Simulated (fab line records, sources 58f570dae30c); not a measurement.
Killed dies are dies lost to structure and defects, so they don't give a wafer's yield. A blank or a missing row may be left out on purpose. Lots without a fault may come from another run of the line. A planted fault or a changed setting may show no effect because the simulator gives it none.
fab line records | flow berkeley_cmos170
record lots=5 wafers=15 last_day=10
route steps=331 shown PLDD@149 NLDD@158
lots that met no fault: from a run of the same line without faults
start_h: hours from the record's first day to the start of the lot's first wafer shown | wait_h: hours since the lot's step before | " the same as in the row above | L1.1+2: a row that stands for several wafers | - no value, or no start given | * or withheld: withheld | < > ~ a bound
route shown NAME@n: a module of which the file shows steps, and the number in the route of the first | usual: mean/standard deviation of fault-free wafers | same: alike in all rows | chamber/n: place in a boat | sites: the reading at each site | _std_site: their standard deviation | _edge_site: outer sites' mean less inner sites' | radius_mm: how far each site lies from the wafer's centre | mask NAME#n: copy n | behind: the tool/chamber that last shaped the wafer | hold: why the lot was held/for how many hours/how that ended | device: the transistor (n, p or np) that didn't switch | end of line: the same wafers' tests at the end of the route | a step without rows: its recipe alone | killed: dies lost to structure and defects at the first sort, not the wafer's yield | map: a wafer's dies, x killed, . not, _ none there
set.NAME: the setting as run; set.NAME@STEP: as run at that earlier step | model.NAME: the simulator's own value behind a step, which no gauge read
lots at some steps of the route; a table a step, a row a wafer
services: from which hour (start_h, from the record's first day; less than 0 if before it) a tool's chamber was out of use, for how many hours, and why
## steps
# step UCB170_PLDD_PEB_04
# recipe peb_temp_c=130 peb_time_s=withheld resist=KrF
# step UCB170_PLDD_DEVELOP_05
# recipe developer=TMAH develop_time_s=45 resist=KrF dev_temp_c=21
# step UCB170_PLDD_CD_MEAS_06
# recipe target_cd_nm=1200
# usual cd_nm=1200.1/1.6
# columns lot.wafer tool chamber start_h wait_h cd_nm
L667.2 cd_sem-02 - 147.88 - 1203.0
L667.4 " - " " 1201.6
L667.6 " - " " 1200.9
L677.1 cd_sem-02 - 177.82 - 1200.7
L677.2 " - " " 1200.0
L677.4 " - " " 1200.1
L676.1 cd_sem-02 - 178.37 - 1203.0
L676.3 " - " " 1202.4
L676.5 " - " " 1201.8
L674.1 cd_sem-01 - 178.65 - 1199.5
L674.4 " - " " 1200.9
L674.6 " - " " 1199.9
L673.1 cd_sem-02 - 178.66 - 1199.7
L673.2 " - " " 1200.4
L673.6 " - " " 1199.5
# step UCB170_PLDD_OVL_MEAS_07
# usual PLDD_OVL=-1/7
# columns lot.wafer tool chamber start_h wait_h PLDD_OVL[nm]
L667.2 overlay-01 - 147.99 0.1 6
L667.4 " - " " 1
L667.6 " - " " -3
L677.1 overlay-02 - 177.94 0.1 0
L677.2 " - " " -2
L677.4 " - " " -5
L676.1 overlay-02 - 178.49 0.1 -9
L676.3 " - " " -3
L676.5 " - " " -8
L674.1 overlay-02 - 178.77 0.1 5
L674.4 " - " " 13
L674.6 " - " " 9
L673.1 overlay-01 - 178.78 0.1 -3
L673.2 " - " " 3
L673.6 " - " " 3
# step UCB170_PLDD_IMPLANT_08
# recipe species=BF2 dose_cm2=5e+13 energy_kev=10 tilt_deg=7 rotation_deg=0
# step UCB170_PLDD_IMPLANT_09
# recipe species=BF2 dose_cm2=5e+13 energy_kev=10 tilt_deg=7.268 rotation_deg=180
# step UCB170_PLDD_STRIP_10
# recipe chemistry=O2 power_w=400 pressure_mtorr=3500 platen_temp_c=withheld o2_flow_sccm=400 overash_fraction=0.5
# usual drypump_motor_current_A=6.2/0.34 oes_product_au=0.735/0.0048 strip_time_to_endpoint_s=22.07/0.073
# columns lot.wafer tool chamber start_h wait_h drypump_motor_current_A oes_product_au rf_hours_counter_h strip_time_to_endpoint_s
L667.2 plasma_asher-04 0 148.32 0.1 6.3 0.738 37 22.09
L667.4 " 0 " " 6.3 0.731 - 21.99
L667.6 " 1 " " 6.5 0.729 - 22.03
L677.1 plasma_asher-04 0 178.28 0.1 6.2 0.737 40 21.90
L677.2 " 1 " " 6.6 0.734 40 22.03
L677.4 " 0 " " 6.3 0.729 - 21.98
L676.1 plasma_asher-04 0 178.83 0.1 6.3 0.735 41 22.06
L676.3 " 1 " " 6.6 0.732 - 22.07
L676.5 " 1 " " 6.6 0.748 - 22.08
L674.1 plasma_asher-03 1 179.11 0.1 6.1 0.740 8 22.03
L674.4 " 1 " " 6.1 0.736 - 22.09
L674.6 " 0 " " 5.8 0.733 - 22.04
L673.1 plasma_asher-04 1 179.13 0.1 6.5 0.736 41 21.99
L673.2 " 0 " " 6.3 0.738 41 22.05
L673.6 " 1 " " 6.6 0.739 - 22.03
# step UCB170_PLDD_TW_MEAS_11
# usual PLDD_TW=1012/6.5
# columns lot.wafer tool chamber start_h wait_h PLDD_TW
L667.2 film_metro-01 - 148.56 0.2 1023
L667.4 " - " " 1018
L667.6 " - " " 1019
L677.1 film_metro-01 - 178.38 0.1 1019
L677.2 " - " " 1019
L677.4 " - " " 1017
L676.1 film_metro-02 - 178.93 0.1 1008
L676.3 " - " " 1007
L676.5 " - " " 1008
L674.1 film_metro-01 - 179.21 0.1 1024
L674.4 " - " " 1027
L674.6 " - " " 1020
L673.1 film_metro-02 - 179.23 0.1 1008
L673.2 " - " " 1004
L673.6 " - " " 1009
# step UCB170_PLDD_CLEAN_12
# recipe chemistry=SPM temp_c=120 time_s=600
# step UCB170_NLDD_HMDS_00
# recipe prime_time_s=60 prime_temp_c=100
# step UCB170_NLDD_COAT_01
# recipe resist=KrF spin_rpm=1500 resist_thk_nm=900
# step UCB170_NLDD_SOFTBAKE_02
# recipe resist=KrF temp_c=130 time_s=60
# step UCB170_NLDD_EXPOSE_03
# recipe mask_id=NSELECT na=0.5 sigma_outer=0.6 source_shape=conventional target_cd_nm=1200 dose_mj=30
# usual reticle_temp_C=23.00/0.12
# same na=0.5
# columns lot.wafer tool chamber start_h wait_h mask reticle_temp_C
L667.2 krf_scanner-02 0 150.43 0.2 NSELECT#0 22.92
L667.4 " 0 " " NSELECT#0 22.98
L667.6 " 0 " " NSELECT#0 23.04
L676.1 krf_scanner-01 0 182.19 0.2 NSELECT#0 23.00
L676.3 " 0 " " NSELECT#0 23.00
L676.5 " 0 " " NSELECT#0 23.21
L674.1 krf_scanner-01 0 182.34 0.1 NSELECT_R1#0 23.01
L674.4 " 0 " " NSELECT_R1#0 23.01
L674.6 " 0 " " NSELECT_R1#0 22.90
L677.1 krf_scanner-01 0 182.53 0.1 NSELECT#0 22.94
L677.2 " 0 " " NSELECT#0 23.01
L677.4 " 0 " " NSELECT#0 22.98
L673.1 krf_scanner-01 0 182.64 0.2 NSELECT#0 22.96
L673.2 " 0 " " NSELECT#0 23.05
L673.6 " 0 " " NSELECT#0 23.13
# step UCB170_NLDD_PEB_04
# recipe peb_temp_c=130 peb_time_s=withheld resist=KrF
# step UCB170_NLDD_DEVELOP_05
# recipe developer=TMAH develop_time_s=45 resist=KrF dev_temp_c=21
# step UCB170_NLDD_CD_MEAS_06
# recipe target_cd_nm=1200
# usual cd_nm=1199.7/1.6
# columns lot.wafer tool chamber start_h wait_h cd_nm
L667.2 cd_sem-01 - 151.25 - 1199.4
L667.4 " - " " 1198.2
L667.6 " - " " 1198.4
L676.1 cd_sem-01 - 182.85 - 1201.0
L676.3 " - " " 1201.6
L676.5 " - " " 1199.4
L674.1 cd_sem-01 - 182.97 - 958.8
L674.4 " - " " 959.4
L674.6 " - " " 959.6
L677.1 cd_sem-02 - 183.08 - 1197.1
L677.2 " - " " 1198.3
L677.4 " - " " 1198.3
L673.1 cd_sem-01 - 183.12 - 1197.9
L673.2 " - " " 1199.5
L673.6 " - " " 1198.9
# step UCB170_NLDD_OVL_MEAS_07
# usual NLDD_OVL=-2/5.4
# columns lot.wafer tool chamber start_h wait_h NLDD_OVL[nm]
L667.2 overlay-02 - 151.36 0.1 -2
L667.4 " - " " 4
L667.6 " - " " 9
L676.1 overlay-02 - 182.97 0.1 3
L676.3 " - " " 5
L676.5 " - " " 3
L674.1 overlay-01 - 183.09 0.1 -4
L674.4 " - " " -9
L674.6 " - " " -7
L677.1 overlay-02 - 183.20 0.1 -9
L677.2 " - " " -15
L677.4 " - " " -17
L673.1 overlay-01 - 183.24 0.1 0
L673.2 " - " " -7
L673.6 " - " " -5
## services
# columns tool chamber start_h hours kind
krf_scanner-01 - 155.87 0.1 repair
krf_scanner-01 - 163.15 0.8 pm
krf_scanner-02 - 168.39 1.3 pm
krf_scanner-02 - 179.70 3.6 pm
## key
first_sign step=UCB170_NLDD_EXPOSE_03 reading=mask direction=changed
effect step=UCB170_NLDD_CD_MEAS_06 reading=cd_nm direction=down sigmas=99+ usual=1199.7 struck=959.3
met_at UCB170_NLDD_EXPOSE_03
struck_wafers L674.1,L674.4,L674.6
sort_left_out L674.1,L674.4,L674.6
tester_left_out L674
onset_between 182.19 182.34
fault kind=wrong_mask tool=any chamber=- onset_h=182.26 steps=UCB170_NLDD_EXPOSE_03 aux_copy=NSELECT_R1#0 cd_offset_nm=-240 scope=struck_lots_only
# tester_left_out: of these lots the tester's yield and bins aren't shown, on N5 and GAA mostly nor the transistor test; their killed dies are dies lost to structure and defects alone, not to doping, threshold or leakage, so they don't give the yield
# sort_left_out: the simulated sort isn't trusted on such a fault, so these wafers' sort isn't shown, and their yield isn't known
